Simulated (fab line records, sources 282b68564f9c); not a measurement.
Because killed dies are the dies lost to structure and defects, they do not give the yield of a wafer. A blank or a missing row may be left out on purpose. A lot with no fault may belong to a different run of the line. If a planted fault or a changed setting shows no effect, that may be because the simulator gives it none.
Problem report, 8D (eight disciplines) form, completed by code || flow rit-cmos || the parts of the form that need people (team, actions taken, sign-off) are left out

1. WHAT IS WRONG
Across 6 wafers from 2 lots, SPACER_NITRIDE_THK at RIT_SPACER_THK_MEAS_04 averages 371.6 nm, while fault-free wafers read 249.3 nm with a standard deviation of 2.4. Relative to the usual mean, that is a shift of +51 standard deviations.
The first sign was on wafer L100.1 at day 4 14:31, on film-metro-04. The record holds 42 wafers of 14 lots with a number at this step. Rule for "out", or "out of limits": more than 4 standard deviations from the usual mean. All remaining wafers that have a number are taken as sound.

2. WHAT THIS IS AND IS NOT
{"question": "which readings at this step", "is": "SPACER_NITRIDE_THK", "is not": "-"}
{"question": "which lots", "is": "L100, L101", "is not": "L103, L108, L110, L115, L992, L993, L994, L995, L996, L997, L998, L999"}
{"question": "which wafers of those lots", "is": "all that have a number", "is not": "-"}
{"question": "read on which gauges", "is": "film-metro-02, film-metro-04", "is not": "film-metro-03"}
{"question": "when", "is": "from day 4 14:31", "is not": "up to then (24 sound wafers); but 12 sound wafers of L103, L108, L110, L115 came after"}

3. THE SUSPECTS, EACH WITH WHAT RULES IT OUT
Counting: a tool at a process step up to the reading stays a suspect if it ran every lot that is out and no sound lot after the first of them.
- the gauge at RIT_SPACER_THK_MEAS_04 is ruled out. The wafers that are out were read on 2 gauges (film-metro-02, film-metro-04).
- lpcvd-02 at RIT_SPACER_CVD_03 (deposits Si3N4 from SiH2Cl2/NH3, target thk 250 nm, time 3300 s): ruled out as a lasting fault. After its first lot that is out, L100 (day 4 12:36), sound lots L115 ran on it.
Left after counting: nothing in the record.

4. THE CAUSE (what the simulator had put in)
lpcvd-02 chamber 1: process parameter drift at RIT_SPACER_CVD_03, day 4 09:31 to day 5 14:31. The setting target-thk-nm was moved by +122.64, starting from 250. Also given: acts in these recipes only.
Counting ruled it out, wrongly: the rule takes a fault to strike every lot that its tool runs from its start on, and this one did not.

5. THE CHAIN OF EFFECTS, in route order
Each row: a reading whose mean over the struck wafers that have a number lies more than 3 standard deviations from the usual. Only readings for which the record gives a usual standard deviation are gone through. hours: the time from each lot's start at the first step in this table that gives one to its start at this step, as a median over the lots. sigmas: the change in usual standard deviations.
{"hours": 0, "step": "RIT_SPACER_THK_MEAS_04", "reading": "SPACER_NITRIDE_THK", "usual": "249.3 nm", "on struck wafers": 371.6, "change": "+122.3", "sigmas": "+51"}
{"hours": 0, "step": "RIT_SPACER_ETCHBACK_05", "reading": "oes-product-au", "usual": "0.840 a.u.", "on struck wafers": 0.984, "change": "+0.144", "sigmas": "+11"}
Its process steps:
- RIT_SPACER_ETCHBACK_05: etches Si3N4 in SF6/CHF3, stops on SiO2, target depth 250 nm, time 240 s.

6. HOW IT WOULD HAVE BEEN CAUGHT EARLIER
5 hours passed between the start of the fault at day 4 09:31 and the first reading out of limits at a measuring or inspecting step in this record, taken at day 4 14:31.
